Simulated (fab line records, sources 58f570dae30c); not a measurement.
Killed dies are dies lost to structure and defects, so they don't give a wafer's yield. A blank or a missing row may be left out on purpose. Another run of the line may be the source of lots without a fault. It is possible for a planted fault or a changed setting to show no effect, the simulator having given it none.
Split-lot trial	flow berkeley cmos170	route with 331 steps; 5 lots, 23 wafers read

## ABOUT THE SPLIT
At UCB170_PLDD_IMPLANT_09, the setting energy kev was moved away from the recipe's 10 on 9 of the 23 wafers read, by -4.8% to +4.4%. This setting was run at the recipe's value on the other wafers.

The reading comes from the split's own step.

## THE READING
In nm, at UCB170_PLDD_IMPLANT_09: implant.drp nm, which is the simulator's own figure and was read by no gauge. There is no usual value for it anywhere in the file.

wafer	tool, chamber at the split	energy kev as run	against the recipe	implant.drp nm, nm	against lot-mates on the recipe
L075.1	implanter-03, 0	9.518	-4.8%	5.802	-0.203
L075.2	implanter-03, 0	9.518	-4.8%	5.802	-0.203
L075.6	implanter-03, 0	9.518	-4.8%	5.802	-0.203
L075.3	implanter-03, 0	10	recipe	6.005	-
L075.4	implanter-03, 0	10	recipe	6.005	-
L078.1	implanter-01, 0	10	recipe	6.005	-
L078.4	implanter-01, 0	10	recipe	6.005	-
L078.2	implanter-01, 0	10.44	+4.4%	6.187	+0.182
L078.3	implanter-01, 0	10.44	+4.4%	6.187	+0.182
L078.6	implanter-01, 0	10.44	+4.4%	6.187	+0.182
L080.2	implanter-04, 0	10	recipe	6.005	-
L080.3	implanter-04, 0	10	recipe	6.005	-
L080.4	implanter-04, 0	9.633	-3.7%	5.851	-0.154
L080.5	implanter-04, 0	9.633	-3.7%	5.851	-0.154
L080.6	implanter-04, 0	9.633	-3.7%	5.851	-0.154
L082.1	implanter-03, 0	10	recipe	6.005	-
L082.2	implanter-03, 0	10	recipe	6.005	-
L082.3	implanter-03, 0	10	recipe	6.005	-
L082.4	implanter-03, 0	10	recipe	6.005	-
L082.6	implanter-03, 0	10	recipe	6.005	-
L081.1	implanter-01, 0	10	recipe	6.005	-
L081.2	implanter-01, 0	10	recipe	6.005	-
L081.3	implanter-01, 0	10	recipe	6.005	-

THE FIT
A straight line over all 23 wafers: implant.drp nm changes by +0.0418 nm for each +1% of energy kev; r = +1.00; the points scatter about the line by 0.00078 nm.
The same after taking each lot's own level away (the mean of its wafers on the recipe; 23 wafers): +0.0418 nm for each +1%; r = +1.00; scatter 0.00078 nm.
The reading moves by 0.2 nm for the largest change in energy kev, on that fit.
The lots' own levels span 6.0050 to 6.0050 nm.
Hence the lot-to-lot level has little effect on the slope; both slopes agree.
Check: with one of the wafers moved furthest among these (-4.8%) left out of the fit, the line predicts -0.202 nm for it against its lot-mates. Against them it came out at -0.203 nm.

## ADDITIONAL SPLITS CARRIED BY THESE WAFERS
Note: prior to the reading, these wafers also went through further splits. Each is held against what the fit with the lots' levels taken away leaves over:
other split on the same wafers	wafers away from the commonest value	r with implant.drp nm (lot level and that fit taken away)
UCB170_PWELL_CVD_05 time s	10	+0.44
UCB170_WELLDRIVE_OXIDATION_01 temp c	15	-0.09
UCB170_ACTIVE_EXPOSE_10 dose mj	10	+0.28
UCB170_ACTIVE_PEB_11 peb temp c	10	-0.21
UCB170_SACOX_OXIDATION_01 ox time s	18	-0.23
UCB170_GATE_OXIDATION_01 temp c	15	+0.41
UCB170_GATE_COAT_07 spin rpm	9	+0.19

## THE WHOLE CHAIN: every reading that the file lists as answering this split, in the file's order
step	what it does	reading	change (the file's fit)	r (the file's)
UCB170_PLDD_IMPLANT_09		implant.rp nm (the simulator's own value, which no gauge read)	+0.0763 nm for each +1% of the setting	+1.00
UCB170_PLDD_IMPLANT_09		implant.drp nm (the simulator's own value, which no gauge read)	+0.0418 nm for each +1% of the setting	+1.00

## FILE'S OWN FIT
implant.drp nm changes by +0.0418 nm for each +1% of energy kev, r = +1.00.
